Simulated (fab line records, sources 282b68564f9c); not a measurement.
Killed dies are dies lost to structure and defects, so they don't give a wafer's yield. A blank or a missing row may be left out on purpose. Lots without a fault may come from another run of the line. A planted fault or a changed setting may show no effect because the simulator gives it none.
Which tool did it? | flow rit_cmos | 14 lots, 42 wafers sampled, at 4 steps of a route of 202

WHAT THE GAUGES READ, wafer by wafer
RIT_PRETRO_OVL_MEAS_06.
lot  | measured    | on         | PRETRO_OVL (nm)
L705 | day 2 08:19 | overlay-02 | -0.2 -1.8 1.3
L706 | day 2 11:50 | overlay-01 | 1.0 0.1 2.6
L707 | day 2 17:31 | overlay-01 | -0.9 1.0 0.1
L708 | day 2 23:03 | overlay-01 | 0.4 1.4 1.2
L709 | day 3 03:56 | overlay-02 | 2.5 1.4 1.3
L710 | day 3 08:21 | overlay-01 | -1.9 -0.2 -0.2
L711 | day 3 12:32 | overlay-02 | 0.7 0.8 0.2
L712 | day 3 18:35 | overlay-02 | 0.7 -0.3 2.4
L713 | day 3 22:44 | overlay-01 | 0.6 0.5 0.3
L717 | day 4 18:33 | overlay-01 | 0.8 1.0 -1.7
L718 | day 5 00:16 | overlay-02 | -0.3 -0.9 -1.6
L719 | day 5 06:04 | overlay-01 | 1.2 2.8 3.3
L721 | day 5 14:43 | overlay-01 | -1.8 -2.1 -0.5
L728 | day 7 02:25 | overlay-02 | 0.6 1.2 -1.1

RIT_M1_RS_MEAS_01: measures by four-point-probe.
lot  | measured    | on            | M1_AL_RS (ohm/sq)
L705 | day 3 06:32 | film_metro-04 | 0.0719 0.0737 0.0719
L706 | day 3 11:30 | film_metro-04 | 0.0727 0.0724 0.0730
L707 | day 3 18:09 | film_metro-02 | 0.0736 0.0732 0.0737
L708 | day 3 22:28 | film_metro-02 | 0.0725 0.0721 0.0727
L709 | day 4 03:14 | film_metro-02 | 0.0729 0.0734 0.0737
L710 | day 4 06:58 | film_metro-04 | 0.0723 0.0720 0.0717
L711 | day 4 11:07 | film_metro-04 | 0.0720 0.0726 0.0720
L712 | day 4 17:19 | film_metro-02 | 0.0729 0.0730 0.0720
L713 | day 4 21:59 | film_metro-04 | 0.0730 0.0735 0.0731
L717 | day 5 16:32 | film_metro-03 | 0.0725 0.0726 0.0729
L718 | day 5 22:48 | film_metro-02 | 0.0739 0.0725 0.0741
L719 | day 6 03:16 | film_metro-02 | 0.0740 0.0730 0.0739
L721 | day 6 12:44 | film_metro-04 | 0.0735 0.0727 0.0732
L728 | day 8 02:26 | film_metro-04 | 0.0729 0.0732 0.0722

WHICH TOOL RAN EACH LOT (tool, then ch and the chambers of the sampled wafers, then the start)
lot  | RIT_PLDD_DEVELOP_05              | RIT_SILICIDE_RTA_06
L705 | litho_track-04 ch 0, day 2 19:00 | rtp_anneal-01 ch 0, day 3 03:47
L706 | litho_track-01 ch 0, day 3 01:00 | rtp_anneal-02 ch 0, day 3 08:50
L707 | litho_track-04 ch 0, day 3 07:00 | rtp_anneal-01 ch 0, day 3 15:25
L708 | litho_track-04 ch 0, day 3 10:00 | rtp_anneal-02 ch 0, day 3 19:13
L709 | litho_track-01 ch 0, day 3 16:00 | rtp_anneal-01 ch 0, day 3 23:59
L710 | litho_track-03 ch 0, day 3 20:00 | rtp_anneal-02 ch 0, day 4 03:55
L711 | litho_track-01 ch 0, day 4 00:00 | rtp_anneal-01 ch 0, day 4 08:28
L712 | litho_track-01 ch 0, day 4 07:00 | rtp_anneal-02 ch 0, day 4 14:35
L713 | litho_track-03 ch 0, day 4 11:00 | rtp_anneal-01 ch 0, day 4 19:13
L717 | litho_track-04 ch 0, day 5 06:00 | rtp_anneal-01 ch 0, day 5 13:41
L718 | litho_track-01, day 5 12:00      | rtp_anneal-02 ch 0, day 5 20:13
L719 | litho_track-03, day 5 16:00      | rtp_anneal-01 ch 0, day 6 00:33
L721 | litho_track-01 ch 0, day 6 02:00 | rtp_anneal-01 ch 0, day 6 10:02
L728 | litho_track-04 ch 0, day 7 14:00 | rtp_anneal-02 ch 0, day 7 23:50
- RIT_PLDD_DEVELOP_05: develop time 50 s.
- RIT_SILICIDE_RTA_06: time 10 s, ramp up 5 s, ramp down 10 s.

WHAT THE TOOLS THEMSELVES READ (means of the sampled wafers that have a number; where no wafer has one, the mark that the record gives instead)
RIT_PLDD_DEVELOP_05.
lot  | tool           | chill_plate_temp_C (C)
L705 | litho_track-04 | 23.08
L706 | litho_track-01 | 23.00
L707 | litho_track-04 | 22.96
L708 | litho_track-04 | 23.03
L709 | litho_track-01 | 23.12
L710 | litho_track-03 | 22.88
L711 | litho_track-01 | 23.08
L712 | litho_track-01 | 23.30
L713 | litho_track-03 | 23.19
L717 | litho_track-04 | 22.90
L718 | litho_track-01 | -
L719 | litho_track-03 | -
L721 | litho_track-01 | 23.01
L728 | litho_track-04 | 23.09

RIT_SILICIDE_RTA_06.
lot  | tool          | wafer_temp_C_max
L705 | rtp_anneal-01 | 752.6
L706 | rtp_anneal-02 | 755.9
L707 | rtp_anneal-01 | 752.4
L708 | rtp_anneal-02 | 754.2
L709 | rtp_anneal-01 | 752.1
L710 | rtp_anneal-02 | 754.3
L711 | rtp_anneal-01 | 751.9
L712 | rtp_anneal-02 | 753.6
L713 | rtp_anneal-01 | 751.6
L717 | rtp_anneal-01 | 752.2
L718 | rtp_anneal-02 | 754.9
L719 | rtp_anneal-01 | 752.3
L721 | rtp_anneal-01 | 752.2
L728 | rtp_anneal-02 | 754.4

THE ANSWER, worked out from the rows above alone
Rule: what is usual is taken from the lots themselves. Put in order of their means at a reading, lots are off if they are a third of the lots or fewer, leave a main group of 4 or more, and stand apart from it by a gap of 3 or more times the standard deviation of the main group's means; of several such gaps the widest counts. A main group whose means are all the same, to the digits that the tables above print for the reading, isn't used. A lot without any number at a reading at which 4 lots or more have one is off too. The other lots that the step has rows for count as sound. The gauges are gone through in route order, then the tools' own readings, and for those a lot's mean is taken as printed above. The first step at which some lot is off is used, and at that step the reading that is off furthest; a lot without a number counts as furthest.
Off: L718, L719, at RIT_PLDD_DEVELOP_05 (chill_plate_temp_C). Without a number there: L718, L719. The main group: mean 23.05 C, standard deviation 0.11.
A tool fits if, at that step or a process step before it, it ran every lot that is off, and no sound lot after the first of them. None of those tried fits.

WHAT THE SIMULATOR HAD PUT IN
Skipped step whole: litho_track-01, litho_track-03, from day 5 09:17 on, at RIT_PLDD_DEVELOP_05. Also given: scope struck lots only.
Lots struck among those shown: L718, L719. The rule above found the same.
